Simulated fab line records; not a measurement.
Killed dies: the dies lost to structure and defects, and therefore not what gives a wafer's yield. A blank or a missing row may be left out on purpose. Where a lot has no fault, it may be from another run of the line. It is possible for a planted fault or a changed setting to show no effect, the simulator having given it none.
Struck lot and sound lot, side by side	flow rit-cmos	17 steps out of a route of 202
Sound: the wafers L432.1, L432.5, L432.6. The struck wafers were L439.2, L439.3, L439.5. Last of all comes the cause.
Per side, at each step with rows, come the tool, then ch with its chambers, and then its first start. Under that, the readings that differ: sound wafers	struck wafers	difference of the means	sigmas: that difference in standard deviations of wafers without a fault.
alike: readings with means less than 2 such deviations apart, plus words and numbers identical on both sides. not compared: withheld readings, readings lacking a value on some wafer, bounds such as >300 that could conceal the same value, and numbers that have no deviation in the record and whose values overlap.
The two part at a step that has a row with sigmas, a row that says differs or no value, or rows on one side only. When numbers do not overlap yet have no deviation, they are printed without sigmas and do not part them. A reading that every wafer of one side lacks parts them only if that side has two wafers or more.

first, 2 steps without rows for these wafers: RIT_ACTIVE_CLEAN_17 (cleans in SC2, time 600 s); RIT_FOX1_OXIDATION_00 (target thk 350.7 nm, ox time 1130 s).
RIT_FOX1_THK_MEAS_01:
  sound on film-metro-03 at day 3 16:18; struck on film-metro-01 at day 5 05:46
  alike: FOX1_OXIDE_THK
then, 2 steps without rows for these wafers: RIT_FOX1_WET_ETCH_02 (etches SiO2 in BOE, target depth 350 nm, time 390 s); RIT_FOX2_OXIDATION_00 (target thk 350.7 nm, ox time 1130 s).
RIT_FOX2_THK_MEAS_01:
  sound on film-metro-02 at day 3 17:47; struck on film-metro-01 at day 5 10:09
  alike: FOX2_OXIDE_THK
then, 2 steps without rows for these wafers: RIT_FOX2_CLEAN_02 (cleans in dHF, time 180 s); RIT_FOX2_WET_ETCH_03 (etches Si3N4 in H3PO4, target depth 195 nm, time 2700 s).
RIT_FOX2_THK_MEAS_90:
  sound on film-metro-02 at day 3 18:40; struck on film-metro-03 at day 5 11:02
  alike: FIELD_OXIDE_LEFT_1_THK
then, 3 steps without rows for these wafers: RIT_NWELL_HMDS_00 (prime time 61.17 s); RIT_NWELL_COAT_01 (resist thk 1300 nm); RIT_NWELL_SOFTBAKE_02 (time 60 s).
RIT_NWELL_EXPOSE_03: exposes mask M2, target cd 43900 nm.
  sound on iline-stepper-02 ch 0, day 3 19:18; struck on iline-stepper-01 ch 0, day 5 11:33
reading	sound	struck	difference	sigmas
model.NWELL.overlay-x-nm (nm)	-0.2807 -0.2807 -0.2807	1.223e+04 1.223e+04 1.223e+04	+1.223e+04	
  alike: mask, exposure-dose-mJ-cm2
then, 2 steps without rows for these wafers: RIT_NWELL_PEB_04; RIT_NWELL_DEVELOP_05 (develop time 68 s).
RIT_NWELL_OVL_MEAS_06:
  sound on overlay-02 at day 3 19:44; struck on overlay-01 at day 5 12:10
reading	sound	struck	difference	sigmas
NWELL_OVL (nm)	-0.9 -0.3 -1.4	- - -	no value on the struck wafers	
  not compared: hold
RIT_M1_PROBE_99:
  sound wafers here have rows in the record (prober-02, day 5 09:01); struck ones have none

WHERE THEY PART
Earliest at RIT_NWELL_OVL_MEAS_06; latest, in this record, at RIT_M1_PROBE_99.

WHY: what had been put in by the simulator
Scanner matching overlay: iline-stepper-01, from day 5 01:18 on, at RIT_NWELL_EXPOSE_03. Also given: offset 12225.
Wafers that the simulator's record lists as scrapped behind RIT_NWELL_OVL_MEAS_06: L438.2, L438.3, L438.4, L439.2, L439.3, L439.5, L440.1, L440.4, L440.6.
